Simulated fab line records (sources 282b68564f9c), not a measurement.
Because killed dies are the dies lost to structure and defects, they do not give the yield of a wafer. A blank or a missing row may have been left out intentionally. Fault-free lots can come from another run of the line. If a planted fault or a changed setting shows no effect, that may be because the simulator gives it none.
Which tool is to blame? + flow ritCmos + 45 wafers from 15 lots sampled at 4 of the route's 202 steps

== WHAT THE GAUGES READ, wafer by wafer ==
RIT_PWELL_TW_MEAS_10. Usual: PWELL_TW typically reads 959, with standard deviation 7.9.
| lot  | measured    | on           | PWELL_TW    | flag |
|------|-------------|--------------|-------------|------|
| L553 | day 2 00:09 | filmMetro-01 | 961 964 963 |      |
| L555 | day 2 09:49 | filmMetro-04 | 960 959 965 |      |
| L556 | day 2 18:41 | filmMetro-04 | 967 967 965 |      |
| L558 | day 3 02:52 | filmMetro-03 | 942 943 944 |      |
| L560 | day 3 17:26 | filmMetro-03 | 937 935 940 |      |
| L564 | day 4 09:00 | filmMetro-04 | 30 30 30    | OFF  |
| L565 | day 4 13:01 | filmMetro-03 | 30 30 30    | OFF  |
| L566 | day 4 17:29 | filmMetro-01 | 30 30 30    | OFF  |
| L568 | day 5 05:29 | filmMetro-04 | 968 970 968 |      |
| L570 | day 5 12:20 | filmMetro-01 | 957 952 953 |      |
| L571 | day 5 19:44 | filmMetro-03 | 942 941 948 |      |
| L572 | day 5 23:18 | filmMetro-01 | 963 959 963 |      |
| L573 | day 6 03:59 | filmMetro-01 | 958 960 961 |      |
| L575 | day 6 13:55 | filmMetro-04 | 962 957 967 |      |
| L576 | day 6 18:20 | filmMetro-04 | 967 965 962 |      |

RIT_NRETRO_TW_MEAS_10. Usual: NRETRO_TW typically reads 1045, with standard deviation 8.6.
| lot  | measured    | on           | NRETRO_TW      | flag |
|------|-------------|--------------|----------------|------|
| L553 | day 2 08:13 | filmMetro-02 | 1040 1044 1040 |      |
| L555 | day 2 18:20 | filmMetro-02 | 1039 1042 1044 |      |
| L556 | day 3 02:25 | filmMetro-03 | 1035 1041 1050 |      |
| L558 | day 3 13:32 | filmMetro-03 | 1040 1041 1034 |      |
| L560 | day 4 01:21 | filmMetro-03 | 1052 1045 1053 |      |
| L564 | day 4 16:54 | filmMetro-02 | 30 30 30       | OFF  |
| L565 | day 4 20:17 | filmMetro-03 | 30 30 30       | OFF  |
| L566 | day 5 00:49 | filmMetro-03 | 30 30 30       | OFF  |
| L568 | day 5 13:33 | filmMetro-03 | 1044 1042 1035 |      |
| L570 | day 5 20:24 | filmMetro-02 | 1037 1039 1040 |      |
| L571 | day 6 02:37 | filmMetro-03 | 1041 1042 1042 |      |
| L572 | day 6 07:44 | filmMetro-04 | 1062 1064 1066 |      |
| L573 | day 6 10:52 | filmMetro-02 | 1041 1035 1036 |      |
| L575 | day 6 21:56 | filmMetro-03 | 1049 1038 1041 |      |
| L576 | day 7 01:12 | filmMetro-03 | 1048 1052 1047 |      |

RIT_PRETRO_TW_MEAS_10. Usual: PRETRO_TW typically reads 475, with standard deviation 4.4.
| lot  | measured    | on           | PRETRO_TW   | flag |
|------|-------------|--------------|-------------|------|
| L553 | day 2 09:46 | filmMetro-01 | 482 482 483 |      |
| L555 | day 2 20:01 | filmMetro-03 | 468 470 473 |      |
| L556 | day 3 03:58 | filmMetro-02 | 472 472 472 |      |
| L558 | day 3 15:05 | filmMetro-03 | 471 474 473 |      |
| L560 | day 4 03:02 | filmMetro-01 | 478 479 480 |      |
| L564 | day 4 18:35 | filmMetro-02 | 30 30 30    | OFF  |
| L565 | day 4 21:57 | filmMetro-03 | 30 30 30    | OFF  |
| L566 | day 5 02:22 | filmMetro-01 | 30 30 30    | OFF  |
| L568 | day 5 15:14 | filmMetro-02 | 469 468 469 |      |
| L570 | day 5 22:05 | filmMetro-03 | 471 472 470 |      |
| L571 | day 6 04:17 | filmMetro-02 | 472 470 469 |      |
| L572 | day 6 09:25 | filmMetro-01 | 481 481 479 |      |
| L573 | day 6 12:44 | filmMetro-01 | 481 481 481 |      |
| L575 | day 6 23:37 | filmMetro-01 | 480 481 481 |      |
| L576 | day 7 02:50 | filmMetro-01 | 478 478 479 |      |

== WHAT TOOL EACH LOT RAN ON (gives the tool, then ch and the chambers of the sampled wafers, and finally the start) ==
| lot  | RIT_NWELL_STRIP_09                 |
|------|------------------------------------|
| L553 | plasmaAsher-04 ch 0,1, day 1 22:26 |
| L555 | plasmaAsher-02 ch 0,1, day 2 08:05 |
| L556 | plasmaAsher-03 ch 0,1, day 2 17:00 |
| L558 | plasmaAsher-04 ch 0,1, day 3 01:01 |
| L560 | plasmaAsher-03 ch 0,1, day 3 15:43 |
| L564 | plasmaAsher-03 ch 0,1, day 4 07:11 |
| L565 | plasmaAsher-04 ch 1, day 4 11:17   |
| L566 | plasmaAsher-04 ch 0,1, day 4 15:38 |
| L568 | plasmaAsher-03 ch 0,1, day 5 03:44 |
| L570 | plasmaAsher-02 ch 0,1, day 5 10:37 |
| L571 | plasmaAsher-03 ch 0,1, day 5 18:00 |
| L572 | plasmaAsher-03 ch 0,1, day 5 21:31 |
| L573 | plasmaAsher-04 ch 0, day 6 02:15   |
| L575 | plasmaAsher-04 ch 0,1, day 6 12:11 |
| L576 | plasmaAsher-02 ch 0,1, day 6 16:35 |
- RIT_NWELL_STRIP_09: strips in O2, time 180 s.

== AS READ BY THE TOOLS THEMSELVES (means over the sampled wafers that have a number; for cases with no such wafer, the mark the record gives instead) ==
RIT_NWELL_STRIP_09. Usual: chamberPressureMTorr 4000 mTorr, standard deviation 3.3; drypumpMotorCurrentA 5.92 A, standard deviation 0.24.
| lot  | tool           | chamberPressureMTorr (mTorr) | drypumpMotorCurrentA (A) | flag |
|------|----------------|------------------------------|--------------------------|------|
| L553 | plasmaAsher-04 | 4001                         | 6.19                     |      |
| L555 | plasmaAsher-02 | 4002                         | 5.80                     |      |
| L556 | plasmaAsher-03 | 3999                         | 5.68                     |      |
| L558 | plasmaAsher-04 | 4000                         | 6.17                     |      |
| L560 | plasmaAsher-03 | 4001                         | 5.72                     |      |
| L564 | plasmaAsher-03 | -                            | -                        | OFF  |
| L565 | plasmaAsher-04 | -                            | -                        | OFF  |
| L566 | plasmaAsher-04 | -                            | -                        | OFF  |
| L568 | plasmaAsher-03 | 4000                         | 5.73                     |      |
| L570 | plasmaAsher-02 | 4001                         | 5.75                     |      |
| L571 | plasmaAsher-03 | 4000                         | 5.67                     |      |
| L572 | plasmaAsher-03 | 4001                         | 5.74                     |      |
| L573 | plasmaAsher-04 | 3998                         | 6.18                     |      |
| L575 | plasmaAsher-04 | 3999                         | 6.20                     |      |
| L576 | plasmaAsher-02 | 3998                         | 5.84                     |      |

== THE ANSWER, worked out from the rows above alone ==
Rule: a lot is off if the mean of its wafers that have a number lies more than 3 standard deviations from the usual mean. A lot without any number at a reading at which 4 lots or more have one is off too. All remaining lots with rows at the step are treated as sound. Order of review: gauges by route order, followed by the tools' own readings, for which a lot's mean as printed above is used. The first step at which some lot is off is used, and at that step the reading that is off furthest; a lot without a number counts as furthest.
Off: L564, L565, L566, seen at RIT_PWELL_TW_MEAS_10 (PWELL_TW).
A tool fits if, at a process step before that reading, it ran every lot that is off, and no sound lot after the first of them. Not tried: the gauges at RIT_PWELL_TW_MEAS_10; whatever is off there is also off at RIT_NWELL_STRIP_09, on other tools, and gauge error can't account for it. None of those tried fits.

== WHAT HAD BEEN PUT IN BY THE SIMULATOR ==
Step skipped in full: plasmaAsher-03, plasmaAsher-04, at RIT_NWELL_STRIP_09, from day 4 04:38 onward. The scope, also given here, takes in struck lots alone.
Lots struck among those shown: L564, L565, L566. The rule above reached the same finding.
